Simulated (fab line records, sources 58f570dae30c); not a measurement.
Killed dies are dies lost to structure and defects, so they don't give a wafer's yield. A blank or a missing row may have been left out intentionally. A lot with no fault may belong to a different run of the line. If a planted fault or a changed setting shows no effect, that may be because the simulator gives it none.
Which tool was responsible? | flow berkeley-cmos170 | 7 lots, 21 wafers sampled, at 3 steps of a route of 331

== WHAT THE GAUGES SHOWED, per wafer ==
UCB170_SPACER_THK_MEAS_01.
lot  | measured     | on            | SPACER_TEOS_THK (nm)
L693 | day 7 08:10  | film-metro-04 | 358 364 372
L697 | day 7 20:14  | film-metro-04 | 378 375 384
L695 | day 7 20:32  | film-metro-01 | 376 379 379
L701 | day 8 09:32  | film-metro-04 | 329 325 324
L704 | day 9 11:21  | film-metro-04 | 328 324 328
L705 | day 10 03:38 | film-metro-04 | 331 333 336
L711 | day 10 14:53 | film-metro-03 | 373 381 380

== TOOL THAT RAN EACH LOT (tool first, then ch and the chambers of the sampled wafers, then the start) ==
lot  | UCB170_NVT_STRIP_08                 | UCB170_SPACER_CVD_00
L693 | plasma-asher-03 ch 0,1, day 6 09:14 | pecvd-02 ch 0,1, day 7 08:07
L697 | plasma-asher-03 ch 1, day 7 01:53   | pecvd-04 ch 1,2, day 7 20:11
L695 | plasma-asher-03 ch 0,1, day 7 02:42 | pecvd-02 ch 0,1,2, day 7 20:29
L701 | plasma-asher-01 ch 0,1, day 7 17:55 | pecvd-02 ch 0,1,2, day 8 09:30
L704 | plasma-asher-03 ch 0,1, day 8 14:04 | pecvd-02 ch 0,1,2, day 9 11:18
L705 | plasma-asher-02 ch 0, day 8 22:14   | pecvd-02 ch 1, day 10 03:34
L711 | plasma-asher-03 ch 0,1, day 9 17:30 | pecvd-03 ch 1,2, day 10 14:50
- UCB170_NVT_STRIP_08: strips in O2.
- UCB170_SPACER_CVD_00: deposits SiO2 from TEOS/O2, target thk 376 nm, time 47 s.

== THE ANSWER, worked out from the rows above alone ==
Rule: what is usual is taken from the lots themselves. Put in order of their means at a reading, lots are off if they are a third of the lots or fewer, leave a main group of 4 or more, and stand apart from it by a gap of 3 or more times the standard deviation of the main group's means; of several such gaps the widest counts. A main group whose means are all the same, to the digits that the tables above print for the reading, isn't used. A lot without any number at a reading at which 4 lots or more have one is off too. All remaining lots with rows at the step are treated as sound.
None of the lots is off at any reading shown; this tells nothing.

== WHAT THE SIMULATOR PUT IN ==
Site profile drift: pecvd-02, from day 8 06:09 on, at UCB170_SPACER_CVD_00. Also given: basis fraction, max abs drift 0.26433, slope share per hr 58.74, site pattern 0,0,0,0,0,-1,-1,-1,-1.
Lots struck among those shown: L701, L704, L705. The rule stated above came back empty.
